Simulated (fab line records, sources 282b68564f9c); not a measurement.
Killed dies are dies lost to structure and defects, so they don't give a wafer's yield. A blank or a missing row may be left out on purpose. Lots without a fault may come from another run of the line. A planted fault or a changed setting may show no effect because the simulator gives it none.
Split-lot experiment | flow rit_cmos | 5 lots, 23 wafers read, on a route of 202 steps

THE SPLIT
At RIT_GATE_CVD_08 (deposits poly-Si from SiH4, target thk 250 nm, time 2220 s), the setting sih4_flow_sccm was moved away from the recipe's 100 sccm on 10 of the 23 wafers read, by -10.3% to +11.8%. The other wafers ran this setting at the recipe's value.

The file shows no step between the split and the reading.

THE READING
GATE_POLY_THK, in nm, at RIT_GATE_THK_MEAS_09. Fault-free wafers of this fab line usually give 250.9 nm, standard deviation 1.9 nm.

wafer  | tool, chamber at the split | sih4_flow_sccm as run, sccm | against the recipe | GATE_POLY_THK, nm | against lot-mates on the recipe
L075.2 | -, -                       | 100                         | recipe             | 250.4             | -
L075.3 | -, -                       | 100                         | recipe             | 251.0             | -
L075.4 | -, -                       | 100                         | recipe             | 248.4             | -
L075.5 | -, -                       | 100                         | recipe             | 250.1             | -
L075.6 | -, -                       | 100                         | recipe             | 249.8             | -
L077.1 | -, -                       | 100                         | recipe             | 252.7             | -
L077.3 | -, -                       | 100                         | recipe             | 253.8             | -
L077.4 | -, -                       | 100                         | recipe             | 253.0             | -
L077.5 | -, -                       | 100                         | recipe             | 250.6             | -
L077.6 | -, -                       | 100                         | recipe             | 253.0             | -
L078.1 | -, -                       | 111.8                       | +11.8%             | 279.2             | no lot-mate on the recipe
L078.2 | -, -                       | 111.8                       | +11.8%             | 278.7             | no lot-mate on the recipe
L078.3 | -, -                       | 111.8                       | +11.8%             | 280.7             | no lot-mate on the recipe
L078.4 | -, -                       | 111.8                       | +11.8%             | 279.5             | no lot-mate on the recipe
L078.6 | -, -                       | 111.8                       | +11.8%             | 280.4             | no lot-mate on the recipe
L081.1 | lpcvd-02, 1                | 100                         | recipe             | 253.4             | -
L081.5 | lpcvd-02, 1                | 100                         | recipe             | 251.9             | -
L081.6 | lpcvd-02, 1                | 100                         | recipe             | 252.4             | -
L085.1 | -, -                       | 89.7                        | -10.3%             | 226.1             | no lot-mate on the recipe
L085.2 | -, -                       | 89.7                        | -10.3%             | 226.9             | no lot-mate on the recipe
L085.3 | -, -                       | 89.7                        | -10.3%             | 225.8             | no lot-mate on the recipe
L085.5 | -, -                       | 89.7                        | -10.3%             | 224.9             | no lot-mate on the recipe
L085.6 | -, -                       | 89.7                        | -10.3%             | 227.7             | no lot-mate on the recipe

THE FIT
A straight line over all 23 wafers: GATE_POLY_THK changes by +2.42 nm for each +1% of sih4_flow_sccm; r = +1.00; the points scatter about the line by 1.4 nm.
Too few moved wafers have a lot-mate on the recipe to fit a line with each lot's own level taken away.

THE WHOLE CHAIN: every reading that the file lists as answering this split, in the file's order
step                 | what it does                                               | reading                                                                        | change (the file's fit)              | r (the file's)
RIT_GATE_CVD_08      | deposits poly-Si from SiH4, target thk 250 nm, time 2220 s | poly-Si_of_GATE_CVD_08.thk_nm (the simulator's own value, which no gauge read) | +2.42 nm for each +1% of the setting | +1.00
RIT_GATE_THK_MEAS_09 |                                                            | GATE_POLY_THK                                                                  | +2.42 for each +1% of the setting    | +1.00

THE FILE'S OWN FIT
GATE_POLY_THK changes by +2.42 nm for each +1% of sih4_flow_sccm, r = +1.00.
